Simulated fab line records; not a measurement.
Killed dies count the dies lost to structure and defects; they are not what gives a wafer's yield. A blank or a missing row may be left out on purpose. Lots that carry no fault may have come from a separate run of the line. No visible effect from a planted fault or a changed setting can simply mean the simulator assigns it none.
What tool caused it? + flow berkeley cmos170 + 14 lots with 42 wafers sampled at 4 steps, on a route of 331 steps

== WHAT EACH GAUGE READ, for each wafer ==
UCB170_CONTACT_CD_MEAS_90: the cd target is 700 nm.
| lot  | measured     | on        | cd nm (nm)        |
|------|--------------|-----------|-------------------|
| L163 | day 6 17:03  | cd sem-02 | 699.3 699.9 699.9 |
| L162 | day 6 17:26  | cd sem-02 | 701.2 701.3 699.7 |
| L166 | day 7 09:04  | cd sem-02 | 700.5 701.6 700.4 |
| L164 | day 7 09:46  | cd sem-01 | 699.4 699.8 700.8 |
| L167 | day 8 02:05  | cd sem-01 | 700.3 699.8 698.9 |
| L169 | day 8 08:13  | cd sem-02 | 702.8 702.1 701.5 |
| L170 | day 8 16:44  | cd sem-01 | 699.7 699.9 700.6 |
| L176 | day 9 20:26  | cd sem-01 | 699.5 701.0 699.2 |
| L174 | day 9 20:46  | cd sem-01 | 701.4 699.8 699.0 |
| L177 | day 10 07:16 | cd sem-02 | 699.5 697.0 697.7 |
| L178 | day 10 21:49 | cd sem-02 | 695.7 695.7 696.4 |
| L181 | day 10 21:29 | cd sem-01 | 697.5 697.7 697.5 |
| L179 | day 10 21:58 | cd sem-02 | 699.4 698.8 698.2 |
| L182 | day 11 11:04 | cd sem-01 | 699.3 700.2 700.3 |

UCB170_M2_CD_MEAS_15: the cd target is 700 nm.
| lot  | measured     | on        | cd nm (nm)        |
|------|--------------|-----------|-------------------|
| L163 | day 7 08:11  | cd sem-02 | 698.2 698.9 698.2 |
| L162 | day 7 08:31  | cd sem-02 | 700.5 699.9 700.9 |
| L166 | day 7 22:05  | cd sem-02 | 698.4 698.6 699.1 |
| L164 | day 7 22:20  | cd sem-02 | 701.3 700.3 701.3 |
| L167 | day 8 16:53  | cd sem-02 | 699.8 699.5 699.5 |
| L169 | day 8 17:32  | cd sem-01 | 701.1 700.4 700.4 |
| L170 | day 9 04:02  | cd sem-01 | 701.6 701.1 701.6 |
| L176 | day 10 08:26 | cd sem-01 | 700.3 701.0 701.3 |
| L174 | day 10 08:10 | cd sem-02 | 698.5 700.3 699.3 |
| L177 | day 10 18:19 | cd sem-01 | 701.2 700.8 702.4 |
| L178 | day 11 09:43 | cd sem-02 | 698.7 699.0 699.8 |
| L181 | day 11 08:34 | cd sem-01 | 699.4 699.8 698.8 |
| L179 | day 11 09:11 | cd sem-02 | 700.2 700.1 701.8 |
| L182 | day 11 21:40 | cd sem-02 | 702.0 703.1 702.0 |

== EACH LOT AND THE TOOL THAT RAN IT (in order: tool; ch and the chambers of the sampled wafers; start) ==
| lot  | UCB170_CONTACT_HMDS_03            | UCB170_M2_STRIP_07                   |
|------|-----------------------------------|--------------------------------------|
| L163 | litho track-01 ch 0, day 6 14:13  | plasma asher-03 ch 0,1, day 7 06:26  |
| L162 | litho track-02 ch 0, day 6 14:21  | plasma asher-03 ch 0,1, day 7 06:50  |
| L166 | litho track-03 ch 0, day 7 06:54  | plasma asher-02 ch 0,1, day 7 18:47  |
| L164 | litho track-03 ch 0, day 7 07:19  | plasma asher-03 ch 0,1, day 7 18:54  |
| L167 | litho track-02 ch 0, day 7 23:16  | plasma asher-01 ch 0,1, day 8 15:28  |
| L169 | litho track-03 ch 0, day 8 05:50  | plasma asher-03 ch 0,1, day 8 15:57  |
| L170 | litho track-02 ch 0, day 8 14:10  | plasma asher-02 ch 1, day 9 02:07    |
| L176 | litho track-03 ch 0, day 9 18:23  | plasma asher-02 ch 0, day 10 06:46   |
| L174 | litho track-02 ch 0, day 9 18:43  | plasma asher-03 ch 0,1, day 10 06:33 |
| L177 | litho track-02 ch 0, day 10 04:34 | plasma asher-02 ch 1, day 10 17:07   |
| L178 | litho track-02 ch 0, day 10 18:59 | plasma asher-02 ch 0,1, day 11 08:01 |
| L181 | litho track-03 ch 0, day 10 18:59 | plasma asher-03 ch 0,1, day 11 07:01 |
| L179 | litho track-01 ch 0, day 10 19:00 | plasma asher-01 ch 0,1, day 11 07:34 |
| L182 | litho track-03 ch 0, day 11 08:46 | plasma asher-03 ch 0,1, day 11 20:25 |
- UCB170_CONTACT_HMDS_03: prime time 60 s.
- UCB170_M2_STRIP_07: strips in O2.

== WHAT THE TOOLS THEMSELVES READ (means of the sampled wafers that have a number; where no wafer has one, the mark that the record gives instead) ==
UCB170_CONTACT_HMDS_03.
| lot  | tool           | prime temp c (C) |
|------|----------------|------------------|
| L163 | litho track-01 | 99.94            |
| L162 | litho track-02 | 100.05           |
| L166 | litho track-03 | 99.98            |
| L164 | litho track-03 | 100.07           |
| L167 | litho track-02 | 100.11           |
| L169 | litho track-03 | 99.97            |
| L170 | litho track-02 | 100.15           |
| L176 | litho track-03 | 99.96            |
| L174 | litho track-02 | 100.11           |
| L177 | litho track-02 | 100.65           |
| L178 | litho track-02 | 100.76           |
| L181 | litho track-03 | 99.98            |
| L179 | litho track-01 | 100.00           |
| L182 | litho track-03 | 100.06           |

UCB170_M2_STRIP_07.
| lot  | tool            | chamber pressure mTorr (mTorr) | drypump motor current A (A) | o2 flow sccm (sccm) | oes product au (a.u.) | strip time to endpoint s (s) |
|------|-----------------|--------------------------------|-----------------------------|---------------------|-----------------------|------------------------------|
| L163 | plasma asher-03 | 3504                           | 5.8                         | 401.0               | 0.734                 | 21.94                        |
| L162 | plasma asher-03 | 3500                           | 5.7                         | 399.6               | 0.733                 | 22.00                        |
| L166 | plasma asher-02 | 3499                           | 6.0                         | 400.4               | 0.736                 | 21.93                        |
| L164 | plasma asher-03 | 3502                           | 5.8                         | 398.9               | 0.741                 | 22.06                        |
| L167 | plasma asher-01 | 3502                           | 5.4                         | 399.4               | 0.740                 | 21.97                        |
| L169 | plasma asher-03 | 3500                           | 5.7                         | 399.6               | 0.739                 | 21.84                        |
| L170 | plasma asher-02 | 3500                           | 6.5                         | 398.8               | 0.735                 | 22.08                        |
| L176 | plasma asher-02 | 3500                           | 5.8                         | 400.9               | 0.742                 | 21.92                        |
| L174 | plasma asher-03 | 3499                           | 5.7                         | 400.7               | 0.735                 | 22.00                        |
| L177 | plasma asher-02 | 3497                           | 6.5                         | 399.1               | 0.733                 | 21.92                        |
| L178 | plasma asher-02 | 3499                           | 6.3                         | 400.8               | 0.733                 | 22.00                        |
| L181 | plasma asher-03 | 3497                           | 5.8                         | 399.8               | 0.738                 | 21.98                        |
| L179 | plasma asher-01 | 3499                           | 5.4                         | 399.3               | 0.732                 | 22.06                        |
| L182 | plasma asher-03 | 3499                           | 5.8                         | 400.5               | 0.731                 | 21.94                        |

== THE ANSWER, worked out from the rows above alone ==
Rule: the lots themselves supply what counts as usual. Put in order of their means at a reading, lots are off if they are a third of the lots or fewer, leave a main group of 4 or more, and stand apart from it by a gap of 3 or more times the standard deviation of the main group's means; of several such gaps the widest counts. A main group whose means are all the same, to the digits that the tables above print for the reading, isn't used. A lot without any number at a reading at which 4 lots or more have one is off too. Where the step has rows for the other lots, those lots are counted as sound. First the gauges in route order, then the tools' own readings, where a lot's mean is used as printed above. The first step at which some lot is off is used, and at that step the reading that is off furthest; a lot without a number counts as furthest.
Off, at UCB170_CONTACT_HMDS_03 on prime temp c: L177, L178. Mean 100.03 C and standard deviation 0.066 in the main group.
A tool fits if, at that step or a process step before it, it ran every lot that is off, and no sound lot after the first of them. One fits: litho track-02 at UCB170_CONTACT_HMDS_03. Its last sound lot is L174 (day 9 18:43), its first lot that is off L177 (day 10 04:34): a fault that began between those two fits.
On the lots that are off, the tool's own readings at UCB170_CONTACT_HMDS_03 differ by more than 5 times the standard deviation of the sound lots' means, which bears it out; prime temp c reads 100.71 C there versus 100.03 C on the sound lots.

== WHAT THE SIMULATOR HAD PUT IN ==
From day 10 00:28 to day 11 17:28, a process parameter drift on litho track-02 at UCB170_CONTACT_HMDS_03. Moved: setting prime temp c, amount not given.
Struck lots among those shown: L177, L178. The rule given above showed the same thing.
